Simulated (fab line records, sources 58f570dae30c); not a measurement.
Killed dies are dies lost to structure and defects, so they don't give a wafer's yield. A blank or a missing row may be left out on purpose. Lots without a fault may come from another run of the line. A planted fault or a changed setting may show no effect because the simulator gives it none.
Which tool did it? | flow berkeley_cmos170 | 13 lots, 39 wafers sampled, at 3 steps of a route of 331

WHAT THE GAUGES READ, wafer by wafer
UCB170_M2_CD_MEAS_90: target cd 700 nm.
lot  | measured     | on        | cd_nm (nm)
L629 | day 7 13:16  | cd_sem-01 | 700.6 700.4 700.6
L632 | day 8 01:32  | cd_sem-01 | 700.7 703.1 700.1
L631 | day 8 02:35  | cd_sem-01 | 696.2 698.2 696.0
L633 | day 8 07:41  | cd_sem-02 | 695.9 696.8 697.5
L634 | day 8 11:12  | cd_sem-01 | 697.5 696.8 698.2
L635 | day 8 11:51  | cd_sem-01 | 698.3 695.3 698.5
L636 | day 8 12:18  | cd_sem-01 | 698.5 697.9 699.3
L630 | day 8 19:55  | cd_sem-02 | 696.1 695.5 696.5
L638 | day 9 06:17  | cd_sem-02 | 692.8 692.8 695.0
L637 | day 9 06:19  | cd_sem-01 | 698.3 698.7 695.9
L640 | day 9 13:35  | cd_sem-02 | 699.5 699.2 699.8
L639 | day 9 20:04  | cd_sem-02 | 696.2 697.1 696.1
L649 | day 11 06:44 | cd_sem-02 | 697.5 715.3 699.1

WHICH TOOL RAN EACH LOT (tool, then ch and the chambers of the sampled wafers, then the start)
lot  | UCB170_M2_METAL_ETCH_18           | UCB170_M2_STRIP_19
L629 | rie_metal-03 ch 0,1, day 7 13:00  | plasma_asher-03 ch 0,1, day 7 13:10
L632 | rie_metal-03 ch 0,1, day 8 01:14  | plasma_asher-03 ch 0,1, day 8 01:26
L631 | rie_metal-04 ch 0,1, day 8 02:14  | plasma_asher-01 ch 0,1, day 8 02:29
L633 | rie_metal-03 ch 0,1, day 8 07:22  | plasma_asher-01 ch 0,1, day 8 07:34
L634 | rie_metal-03 ch 0,1, day 8 10:55  | plasma_asher-03 ch 0,1, day 8 11:06
L635 | rie_metal-04 ch 0,1, day 8 11:32  | plasma_asher-03 ch 0,1, day 8 11:44
L636 | rie_metal-01 ch 0,1, day 8 12:00  | plasma_asher-03 ch 0,1, day 8 12:11
L630 | rie_metal-03 ch 0,1, day 8 19:37  | plasma_asher-03 ch 1, day 8 19:48
L638 | rie_metal-04 ch 0,1, day 9 05:59  | plasma_asher-03 ch 0,1, day 9 06:10
L637 | rie_metal-03 ch 0,1, day 9 06:02  | plasma_asher-02 ch 0,1, day 9 06:13
L640 | rie_metal-01 ch 0,1, day 9 13:18  | plasma_asher-02 ch 0,1, day 9 13:29
L639 | rie_metal-04 ch 0,1, day 9 19:48  | plasma_asher-03 ch 0,1, day 9 19:58
L649 | rie_metal-03 ch 0,1, day 11 06:27 | plasma_asher-02 ch 0,1, day 11 06:38
- UCB170_M2_METAL_ETCH_18: etches Al in Cl2/BCl3, stops on SiO2, target depth 1170 nm, time 201.3 s.
- UCB170_M2_STRIP_19: strips in O2.

WHAT THE TOOLS THEMSELVES READ (means of the sampled wafers that have a number; where no wafer has one, the mark that the record gives instead)
UCB170_M2_METAL_ETCH_18.
lot  | tool         | bias_w (W) | chamber_pressure_mTorr (mTorr) | drypump_motor_current_A (A) | oes_product_au (a.u.) | throttle_valve_pct (%)
L629 | rie_metal-03 | -          | 12.002                         | 5.6                         | 0.846                 | 24.14
L632 | rie_metal-03 | -          | 12.000                         | 5.9                         | 0.849                 | 24.21
L631 | rie_metal-04 | 119.83     | 12.010                         | 6.0                         | 0.855                 | 24.49
L633 | rie_metal-03 | -          | 11.982                         | 5.6                         | 0.849                 | 24.13
L634 | rie_metal-03 | -          | 12.000                         | 5.6                         | 0.857                 | 24.12
L635 | rie_metal-04 | 119.89     | 11.999                         | 6.0                         | 0.857                 | 24.50
L636 | rie_metal-01 | -          | 12.008                         | 6.1                         | 0.846                 | 24.52
L630 | rie_metal-03 | -          | 12.006                         | 5.5                         | 0.855                 | 24.12
L638 | rie_metal-04 | -          | 12.009                         | 5.6                         | 0.852                 | 24.55
L637 | rie_metal-03 | -          | 12.011                         | 5.6                         | 0.862                 | 24.12
L640 | rie_metal-01 | -          | 11.991                         | 6.3                         | 0.846                 | 24.60
L639 | rie_metal-04 | -          | 11.993                         | 5.7                         | 0.855                 | 24.56
L649 | rie_metal-03 | -          | 12.003                         | 5.5                         | 0.829                 | 24.14

UCB170_M2_STRIP_19.
lot  | tool            | chamber_pressure_mTorr (mTorr) | drypump_motor_current_A (A) | oes_product_au (a.u.)
L629 | plasma_asher-03 | 3501                           | 5.73                        | 0.522
L632 | plasma_asher-03 | 3502                           | 5.72                        | 0.527
L631 | plasma_asher-01 | 3500                           | 5.40                        | 0.483
L633 | plasma_asher-01 | 3499                           | 5.40                        | 0.520
L634 | plasma_asher-03 | 3498                           | 5.66                        | 0.518
L635 | plasma_asher-03 | 3501                           | 5.63                        | 0.497
L636 | plasma_asher-03 | 3503                           | 5.65                        | 0.517
L630 | plasma_asher-03 | 3499                           | 5.57                        | 0.524
L638 | plasma_asher-03 | 3501                           | 5.72                        | 0.507
L637 | plasma_asher-02 | 3498                           | 5.81                        | 0.527
L640 | plasma_asher-02 | 3497                           | 5.80                        | 0.525
L639 | plasma_asher-03 | 3500                           | 5.73                        | 0.500
L649 | plasma_asher-02 | 3498                           | 5.82                        | 0.595

THE ANSWER, worked out from the rows above alone
Rule: what is usual is taken from the lots themselves. Put in order of their means at a reading, lots are off if they are a third of the lots or fewer, leave a main group of 4 or more, and stand apart from it by a gap of 3 or more times the standard deviation of the main group's means; of several such gaps the widest counts. A main group whose means are all the same, to the digits that the tables above print for the reading, isn't used. A lot without any number at a reading at which 4 lots or more have one is off too. The other lots that the step has rows for count as sound. The gauges are gone through in route order, then the tools' own readings, and for those a lot's mean is taken as printed above. The first step at which some lot is off is used, and at that step the reading that is off furthest; a lot without a number counts as furthest.
Off: L649, at UCB170_M2_METAL_ETCH_18 (oes_product_au). The main group: mean 0.852 a.u., standard deviation 0.005.
A tool fits if, at that step or a process step before it, it ran every lot that is off, and no sound lot after the first of them. One fits: rie_metal-03 at UCB170_M2_METAL_ETCH_18. Its last sound lot is L637 (day 9 06:02), its first lot that is off L649 (day 11 06:27): a fault that began between those two fits.
Blank at UCB170_M2_METAL_ETCH_18 on the lots that are off, where sound lots have numbers: bias_w.

WHAT THE SIMULATOR HAD PUT IN
Process parameter drift: rie_metal-03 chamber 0, from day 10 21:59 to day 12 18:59, at UCB170_M2_METAL_ETCH_18. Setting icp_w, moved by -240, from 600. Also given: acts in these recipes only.
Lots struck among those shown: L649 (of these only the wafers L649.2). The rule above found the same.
